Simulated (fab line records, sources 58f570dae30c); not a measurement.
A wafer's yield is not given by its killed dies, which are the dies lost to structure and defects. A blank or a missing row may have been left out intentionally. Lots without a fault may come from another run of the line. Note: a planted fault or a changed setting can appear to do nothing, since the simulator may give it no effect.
fab line records	flow berkeleyCmos170
record lots=5	wafers=15	lastDay=13
route steps=331 shown PLDD@150 NLDD@158 SPACER@171
lots untouched by any fault: they come from a run of this same line in which no faults occurred
startH: the number of hours between the record's first day and the start of the first shown wafer of the lot	waitH: hours since the lot's step before	" the same as in the row above	L1.1+2: one row covering several wafers at once	- no value, or no start was given	* or withheld: withheld	< > ~ a bound
route shown NAME@n: a module of which the file shows steps, and the number in the route of the first	usual: average and standard deviation across the fault-free wafers	same: alike in all rows	chamber/n: place in a boat	sites: the reading at each site	_std_site: standard deviation of those values	_edge_site: inner sites' mean taken away from outer sites' mean	radiusMm: for every site, how far away it sits from the centre of the wafer	mask NAME#n: copy n	behind: tool/chamber where the wafer was last shaped	hold: why the lot went on hold/how many hours it stayed there/how the hold came to an end	device: the transistor (n, p or np) that didn't switch	end of line: tests run on the same wafers once the route is complete	where a step has no rows: the recipe by itself	killed: dies that structure and defects cost at the first sort, which is not the same as the wafer's yield	map: a wafer's dies, x killed, . not, _ none there
set.NAME: the setting the step ran with; set.NAME@STEP: the setting that earlier step ran with	model.NAME: the simulator's own value behind a step, which no gauge read
certain route steps with their lots: each step a table, each wafer a row
services: when a tool's chamber went out of use (startH, in hours from the record's first day, below 0 if earlier), for how many hours, and the reason
## steps
# step UCB170_PLDD_DEVELOP_05
# recipe developer=TMAH	developTimeS=45	resist=KrF	devTempC=21
lot.wafer	tool	chamber	startH	waitH
L089.1+2+3	lithoTrack-01	0	-	-
L091.1+2+5	lithoTrack-03	0	-	-
L093.2+5+6	lithoTrack-03	0	-	-
L095.2+3+5	lithoTrack-03	0	-	-
L097.1+2+4	lithoTrack-01	0	-	-
# step UCB170_PLDD_CD_MEAS_06
# recipe targetCdNm=1200
# usual cdNm=1199.8/1.2
lot.wafer	tool	chamber	startH	waitH	cdNm
L089.1	cdSem-01	-	224.39	-	1199.7
L089.2	"	-	"	"	1200.2
L089.3	"	-	"	"	1200.7
L091.1	cdSem-02	-	231.20	-	1199.7
L091.2	"	-	"	"	1200.0
L091.5	"	-	"	"	1201.0
L093.2	cdSem-01	-	238.92	-	1197.7
L093.5	"	-	"	"	1198.4
L093.6	"	-	"	"	1198.1
L095.2	cdSem-01	-	253.58	-	1200.6
L095.3	"	-	"	"	1200.0
L095.5	"	-	"	"	1200.6
L097.1	cdSem-02	-	260.56	-	1200.0
L097.2	"	-	"	"	1200.0
L097.4	"	-	"	"	1201.3
# step UCB170_PLDD_OVL_MEAS_07
# usual PLDD_OVL=-1/5.5
lot.wafer	tool	chamber	startH	waitH	PLDD_OVL[nm]
L089.1	overlay-01	-	224.51	0.1	-1
L089.2	"	-	"	"	5
L089.3	"	-	"	"	2
L091.1	overlay-01	-	231.32	0.1	8
L091.2	"	-	"	"	-4
L091.5	"	-	"	"	2
L093.2	overlay-01	-	239.02	0.1	0
L093.5	"	-	"	"	0
L093.6	"	-	"	"	1
L095.2	overlay-02	-	253.69	0.1	7
L095.3	"	-	"	"	-8
L095.5	"	-	"	"	-3
L097.1	overlay-02	-	260.68	0.1	-3
L097.2	"	-	"	"	-11
L097.4	"	-	"	"	-7
# step UCB170_PLDD_IMPLANT_08
# recipe species=BF2	doseCm2=5e+13	energyKev=10	tiltDeg=7	rotationDeg=0
lot.wafer	tool	chamber	startH	waitH
L089.1+2+3	implanter-01	0	224.55	0.0
L091.1+2+5	implanter-04	0	231.36	0.0
L093.2+5+6	implanter-01	0	239.08	0.0
L095.2+3+5	implanter-03	0	253.74	0.0
L097.1+2+4	implanter-04	0	260.72	0.0
# step UCB170_PLDD_IMPLANT_09
# recipe species=BF2	doseCm2=5e+13	energyKev=10	tiltDeg=7	rotationDeg=180
lot.wafer	tool	chamber	startH	waitH
L089.1+2+3	implanter-01	0	224.70	0.1
L091.1+2+5	implanter-04	0	231.51	0.1
L093.2+5+6	implanter-01	0	239.23	0.1
L095.2+3+5	implanter-03	0	253.89	0.1
L097.1+2+4	implanter-04	0	260.87	0.1
# step UCB170_PLDD_STRIP_10
# recipe chemistry=O2	powerW=400	pressureMtorr=3500	platenTempC=withheld	o2FlowSccm=400	overashFraction=0.5
# usual drypumpMotorCurrentA=5.74/0.28	oesProductAu=0.734/0.0048	stripTimeToEndpointS=21.63/0.053
lot.wafer	tool	chamber	startH	waitH	drypumpMotorCurrentA	oesProductAu	rfHoursCounterH	stripTimeToEndpointS
L089.1	plasmaAsher-02	0	224.85	0.1	5.63	0.734	47	21.55
L089.2	"	1	"	"	6.05	0.723	47	21.54
L089.3	"	1	"	"	6.06	0.737	-	21.65
L091.1	plasmaAsher-03	1	231.66	0.1	5.86	0.738	11	21.51
L091.2	"	0	"	"	5.28	0.727	11	21.61
L091.5	"	0	"	"	5.31	0.734	-	21.55
L093.2	plasmaAsher-03	1	239.35	0.1	5.85	0.731	12	21.62
L093.5	"	0	"	"	5.30	0.729	-	21.57
L093.6	"	1	"	"	5.85	0.736	-	21.70
L095.2	plasmaAsher-02	1	254.02	0.1	6.05	0.733	51	21.64
L095.3	"	0	"	"	5.61	0.732	-	21.67
L095.5	"	1	"	"	6.04	0.732	-	21.53
L097.1	plasmaAsher-02	1	261.02	0.1	6.02	0.743	52	21.64
L097.2	"	0	"	"	5.62	0.734	52	21.63
L097.4	"	0	"	"	5.61	0.735	-	21.60
# step UCB170_PLDD_TW_MEAS_11
# usual PLDD_TW=1010/8.7
lot.wafer	tool	chamber	startH	waitH	PLDD_TW
L089.1	filmMetro-04	-	224.95	0.1	996
L089.2	"	-	"	"	999
L089.3	"	-	"	"	996
L091.1	filmMetro-02	-	231.76	0.1	1014
L091.2	"	-	"	"	1016
L091.5	"	-	"	"	1017
L093.2	filmMetro-03	-	239.46	0.1	1006
L093.5	"	-	"	"	1003
L093.6	"	-	"	"	1007
L095.2	filmMetro-02	-	254.13	0.1	1019
L095.3	"	-	"	"	1010
L095.5	"	-	"	"	1010
L097.1	filmMetro-03	-	261.12	0.1	1003
L097.2	"	-	"	"	1010
L097.4	"	-	"	"	1009
# step UCB170_PLDD_CLEAN_12
# recipe chemistry=SPM	tempC=120	timeS=600
lot.wafer	tool	chamber	startH	waitH
L089.1+2+3	wetBench-02	3	225.01	0.1
L091.1+2+5	wetBench-01	1	231.82	0.1
L093.2+5+6	wetBench-02	0	239.51	0.0
L095.2+3+5	wetBench-02	0	254.18	0.0
L097.1+2+4	wetBench-02	0	261.18	0.1
# step UCB170_NLDD_HMDS_00
# recipe primeTimeS=60	primeTempC=100
lot.wafer	tool	chamber	startH	waitH
L089.1+2+3	lithoTrack-02	0	225.20	0.0
L091.1+2+5	lithoTrack-04	0	232.02	0.0
L093.2+5+6	lithoTrack-03	0	239.85	0.2
L095.2+3+5	lithoTrack-04	0	254.39	0.0
L097.1+2+4	lithoTrack-04	0	261.95	0.6
# step UCB170_NLDD_COAT_01
# recipe resist=KrF	spinRpm=1500	resistThkNm=900
lot.wafer	tool	chamber	startH	waitH
L089.1+2+3	lithoTrack-02	0	225.35	0.1
L091.1+2+5	lithoTrack-04	0	232.17	0.1
L093.2+5+6	lithoTrack-03	0	240.00	0.1
L095.2+3+5	lithoTrack-04	0	254.54	0.1
L097.1+2+4	lithoTrack-04	0	262.10	0.1
# step UCB170_NLDD_SOFTBAKE_02
# recipe resist=KrF	tempC=130	timeS=60
lot.wafer	tool	chamber	startH	waitH
L089.1+2+3	lithoTrack-02	0	225.50	0.1
L091.1+2+5	lithoTrack-04	0	232.32	0.1
L093.2+5+6	lithoTrack-03	0	240.15	0.1
L095.2+3+5	lithoTrack-04	0	254.69	0.1
L097.1+2+4	lithoTrack-04	0	262.25	0.1
# step UCB170_NLDD_EXPOSE_03
# recipe maskId=NSELECT	na=0.5	sigmaOuter=0.6	sourceShape=conventional	targetCdNm=1200	doseMj=30
lot.wafer	tool	chamber	startH	waitH	mask
L089.1+2+3	krfScanner-01	0	225.77	0.2	NSELECT#0
L091.1+2+5	krfScanner-01	0	232.69	0.3	NSELECT#0
L093.2+5+6	krfScanner-01	0	240.29	0.1	NSELECT#0
L095.2+3+5	krfScanner-01	0	254.96	0.2	NSELECT#0
L097.1+2+4	krfScanner-01	0	262.53	0.2	NSELECT#0
# step UCB170_NLDD_PEB_04
# recipe pebTempC=130	pebTimeS=withheld	resist=KrF
lot.wafer	tool	chamber	startH	waitH
L089.1+2+3	lithoTrack-03	0	226.19	0.4
L091.1+2+5	lithoTrack-04	0	232.92	0.2
L093.2+5+6	lithoTrack-03	0	240.57	0.3
L095.2+3+5	lithoTrack-03	0	255.08	0.1
L097.1+2+4	lithoTrack-02	0	262.66	0.1
# step UCB170_NLDD_DEVELOP_05
# recipe developer=TMAH	developTimeS=45	resist=KrF	devTempC=21
lot.wafer	tool	chamber	startH	waitH
L089.1+2+3	lithoTrack-03	0	-	-
L091.1+2+5	lithoTrack-04	0	-	-
L093.2+5+6	lithoTrack-03	0	-	-
L095.2+3+5	lithoTrack-03	0	-	-
L097.1+2+4	lithoTrack-02	0	-	-
# step UCB170_NLDD_CD_MEAS_06
# recipe targetCdNm=1200
# usual cdNm=1199.8/1.2
lot.wafer	tool	chamber	startH	waitH	cdNm
L089.1	cdSem-02	-	226.47	-	1199.0
L089.2	"	-	"	"	1198.5
L089.3	"	-	"	"	1200.1
L091.1	cdSem-01	-	233.20	-	1200.7
L091.2	"	-	"	"	1200.1
L091.5	"	-	"	"	1199.3
L093.2	cdSem-02	-	240.84	-	1201.7
L093.5	"	-	"	"	1201.8
L093.6	"	-	"	"	1201.6
L095.2	cdSem-01	-	255.35	-	1201.9
L095.3	"	-	"	"	1203.4
L095.5	"	-	"	"	1202.4
L097.1	cdSem-01	-	262.94	-	1200.1
L097.2	"	-	"	"	1202.9
L097.4	"	-	"	"	1201.6
# step UCB170_NLDD_OVL_MEAS_07
# usual NLDD_OVL=-1/5.1
lot.wafer	tool	chamber	startH	waitH	NLDD_OVL[nm]
L089.1	overlay-01	-	226.59	0.1	1
L089.2	"	-	"	"	-1
L089.3	"	-	"	"	-1
L091.1	overlay-02	-	233.32	0.1	2
L091.2	"	-	"	"	-5
L091.5	"	-	"	"	-1
L093.2	overlay-01	-	240.95	0.1	9
L093.5	"	-	"	"	-2
L093.6	"	-	"	"	3
L095.2	overlay-01	-	255.46	0.1	-10
L095.3	"	-	"	"	-7
L095.5	"	-	"	"	-8
L097.1	overlay-01	-	263.06	0.1	0
L097.2	"	-	"	"	-15
L097.4	"	-	"	"	-11
# step UCB170_NLDD_IMPLANT_08
# recipe species=As	doseCm2=5e+13	energyKev=30	tiltDeg=7	rotationDeg=0
lot.wafer	tool	chamber	startH	waitH
L089.1+2+3	implanter-02	0	226.62	0.0
L091.1+2+5	implanter-03	0	233.35	0.0
L093.2+5+6	implanter-02	0	241.00	0.0
L095.2+3+5	implanter-03	0	255.52	0.0
L097.1+2+4	implanter-01	0	263.10	0.0
# step UCB170_NLDD_IMPLANT_09
# recipe species=As	doseCm2=5e+13	energyKev=30	tiltDeg=7	rotationDeg=180
lot.wafer	tool	chamber	startH	waitH
L089.1+2+3	implanter-02	0	226.77	0.1
L091.1+2+5	implanter-03	0	233.50	0.1
L093.2+5+6	implanter-02	0	241.15	0.1
L095.2+3+5	implanter-03	0	255.67	0.1
L097.1+2+4	implanter-01	0	263.25	0.1
# step UCB170_NLDD_STRIP_10
# recipe chemistry=O2	powerW=400	pressureMtorr=3500	platenTempC=withheld	o2FlowSccm=400	overashFraction=0.5
# usual drypumpMotorCurrentA=5.57/0.29	oesProductAu=0.734/0.0043	stripTimeToEndpointS=21.64/0.071
lot.wafer	tool	chamber	startH	waitH	drypumpMotorCurrentA	oesProductAu	rfHoursCounterH	stripTimeToEndpointS
L089.1	plasmaAsher-04	0	226.92	0.1	5.27	0.731	43	21.70
L089.2	"	1	"	"	5.45	0.739	43	21.67
L089.3	"	1	"	"	5.47	0.739	-	21.75
L091.1	plasmaAsher-04	0	233.65	0.1	5.27	0.735	44	21.69
L091.2	"	1	"	"	5.43	0.727	44	21.71
L091.5	"	0	"	"	5.24	0.733	-	21.70
L093.2	plasmaAsher-02	1	241.28	0.1	6.07	0.734	49	21.64
L093.5	"	0	"	"	5.62	0.733	-	21.54
L093.6	"	1	"	"	5.98	0.730	-	21.51
L095.2	plasmaAsher-02	1	255.79	0.1	6.02	0.730	51	21.61
L095.3	"	0	"	"	5.61	0.735	-	21.57
L095.5	"	0	"	"	5.61	0.734	-	21.58
L097.1	plasmaAsher-04	0	263.40	0.1	5.25	0.731	49	21.68
L097.2	"	1	"	"	5.48	0.740	49	21.68
L097.4	"	1	"	"	5.46	0.731	-	21.72
# step UCB170_NLDD_TW_MEAS_11
# usual NLDD_TW=2211/20
lot.wafer	tool	chamber	startH	waitH	NLDD_TW
L089.1	filmMetro-03	-	227.02	0.1	2208
L089.2	"	-	"	"	2211
L089.3	"	-	"	"	2214
L091.1	filmMetro-04	-	233.75	0.1	2171
L091.2	"	-	"	"	2188
L091.5	"	-	"	"	2185
L093.2	filmMetro-02	-	241.39	0.1	2224
L093.5	"	-	"	"	2222
L093.6	"	-	"	"	2223
L095.2	filmMetro-03	-	255.90	0.1	2205
L095.3	"	-	"	"	2203
L095.5	"	-	"	"	2206
L097.1	filmMetro-03	-	263.49	0.1	2209
L097.2	"	-	"	"	2209
L097.4	"	-	"	"	2205
# step UCB170_NLDD_CLEAN_12
# recipe chemistry=SPM	tempC=120	timeS=600
lot.wafer	tool	chamber	startH	waitH
L089.1+2+3	wetBench-02	0	227.08	0.1
L091.1+2+5	wetBench-02	3	233.81	0.1
L093.2+5+6	wetBench-02	0	241.44	0.0
L095.2+3+5	wetBench-04	1	255.95	0.0
L097.1+2+4	wetBench-02	0	263.55	0.1
# step UCB170_SPACER_CVD_00
# recipe material=SiO2	targetThkNm=376	tempC=390	precursor=TEOS/O2	timeS=47	rfW=550	pressureMtorr=9000
# usual heaterPowerW=261/65	susceptorTempC=389.97/0.23
lot.wafer	tool	chamber	startH	waitH	heaterPowerW	susceptorTempC
L089.1	pecvd-04	2	227.28	0.0	339	390.00
L089.2	"	0	"	"	268	390.21
L089.3	"	1	"	"	265	389.90
L091.1	pecvd-02	0	233.99	0.0	223	390.10
L091.2	"	2	"	"	264	389.85
L091.5	"	1	"	"	306	389.98
L093.2	pecvd-02	2	241.61	0.0	255	390.03
L093.5	"	1	"	"	360	390.55
L093.6	"	2	"	"	178	390.60
L095.2	pecvd-02	1	256.14	0.0	354	389.63
L095.3	"	2	"	"	247	390.37
L095.5	"	2	"	"	252	390.14
L097.1	pecvd-02	0	263.73	0.0	194	390.07
L097.2	"	1	"	"	358	389.83
L097.4	"	2	"	"	197	389.91
# step UCB170_SPACER_THK_MEAS_01
# recipe reads=SiO2_of_SPACER_CVD_00
# usual SPACER_TEOS_THK=378/5.1
lot.wafer	tool	chamber	startH	waitH	SPACER_TEOS_THK[nm]
L089.1	filmMetro-04	-	227.32	0.0	383
L089.2	"	-	"	"	383
L089.3	"	-	"	"	379
L091.1	filmMetro-01	-	234.03	0.0	374
L091.2	"	-	"	"	380
L091.5	"	-	"	"	381
L093.2	filmMetro-04	-	241.67	0.0	376
L093.5	"	-	"	"	378
L093.6	"	-	"	"	383
L095.2	filmMetro-01	-	256.19	0.0	371
L095.3	"	-	"	"	371
L095.5	"	-	"	"	377
L097.1	filmMetro-04	-	263.77	0.0	381
L097.2	"	-	"	"	374
L097.4	"	-	"	"	383
# step UCB170_SPACER_ANNEAL_02
# recipe tempC=900	timeS=1800	ambient=N2
lot.wafer	tool	chamber	startH	waitH
L089.1+2+3	furnace-02	0	232.12	4.8
L091.1+2+5	furnace-02	0	238.37	4.3
L093.2+5+6	furnace-04	0	245.22	3.5
L095.2+3+5	furnace-04	0	259.00	2.8
L097.1+2+4	furnace-01	0	273.41	9.6
# step UCB170_SPACER_ETCHBACK_03
# recipe stopOn=Si	target=SiO2	chemistry=CHF3/CF4/Ar	CHF3_flow_sccm=50	cf4FlowSccm=10	Ar_flow_sccm=120	pressureMtorr=200	rfW=500	targetDepthA=3760	timeS=100
# usual cf4FlowSccm=10.00/0.032	drypumpMotorCurrentA=5.8/0.53	mfcArSccm=120.0/0.36	oesProductAu=0.907/0.017	throttleValvePct=6.45/0.12
lot.wafer	tool	chamber	startH	waitH	cf4FlowSccm	drypumpMotorCurrentA	mfcArSccm	oesProductAu	rfHoursCounterH	throttleValvePct
L089.1	rieDiel-01	3	233.62	0.0	10.04	5.4	119.1	0.945	94	6.45
L089.2	"	2	"	"	9.99	5.9	119.8	0.932	106	6.49
L089.3	"	1	"	"	10.05	5.6	120.4	0.899	77	6.40
L091.1	rieDiel-03	3	239.94	0.1	9.97	5.2	119.3	0.893	74	6.45
L091.2	"	0	"	"	10.02	6.2	119.7	0.901	66	6.59
L091.5	"	3	"	"	9.97	5.2	119.1	0.905	-	6.46
L093.2	rieDiel-04	1	246.72	0.0	9.95	5.6	119.7	0.883	37	6.54
L093.5	"	0	"	"	9.98	5.0	119.6	0.903	-	6.42
L093.6	"	3	"	"	9.99	5.4	120.3	0.907	-	6.60
L095.2	rieDiel-03	0	260.50	0.0	9.99	6.3	120.0	0.886	67	6.60
L095.3	"	1	"	"	9.96	6.6	120.2	0.892	5	6.23
L095.5	"	2	"	"	9.97	6.6	120.2	0.923	-	6.58
L097.1	rieDiel-03	0	274.91	0.0	9.99	6.2	119.4	0.904	68	6.59
L097.2	"	3	"	"	9.97	5.2	119.6	0.888	76	6.47
L097.4	"	2	"	"	10.02	6.5	120.0	0.925	132	6.57
## services
tool	chamber	startH	hours	kind
pecvd-02	1	203.41	12.3	repair
furnace-01	-	205.01	3.8	pm
plasmaAsher-04	-	209.06	5.4	repair
rieDiel-04	0	210.72	-	clean
rieDiel-04	0	210.72	22.8	scheduledDown
rieDiel-04	0	210.72	22.8	ventCycle
wetBench-01	-	211.59	1.7	repair
pecvd-04	2	213.32	10.2	repair
rieDiel-04	-	221.59	14.6	pm
krfScanner-01	-	222.00	1.0	pm
implanter-04	-	224.06	4.9	pm
pecvd-04	-	242.50	14.0	pm
pecvd-04	0	242.50	14.0	ventCycle
pecvd-04	1	242.50	14.0	ventCycle
pecvd-04	2	242.50	14.0	ventCycle
implanter-03	-	242.84	5.6	repair
pecvd-04	0	256.50	-	clean
pecvd-04	1	256.50	-	clean
furnace-02	-	261.67	18.6	pm
rieDiel-01	1	262.82	21.0	repair
implanter-04	-	264.41	1.2	repair
furnace-04	-	264.77	3.4	pm
furnace-04	-	268.12	2.5	pm
pecvd-04	0	271.43	4.2	repair
## key
fault none
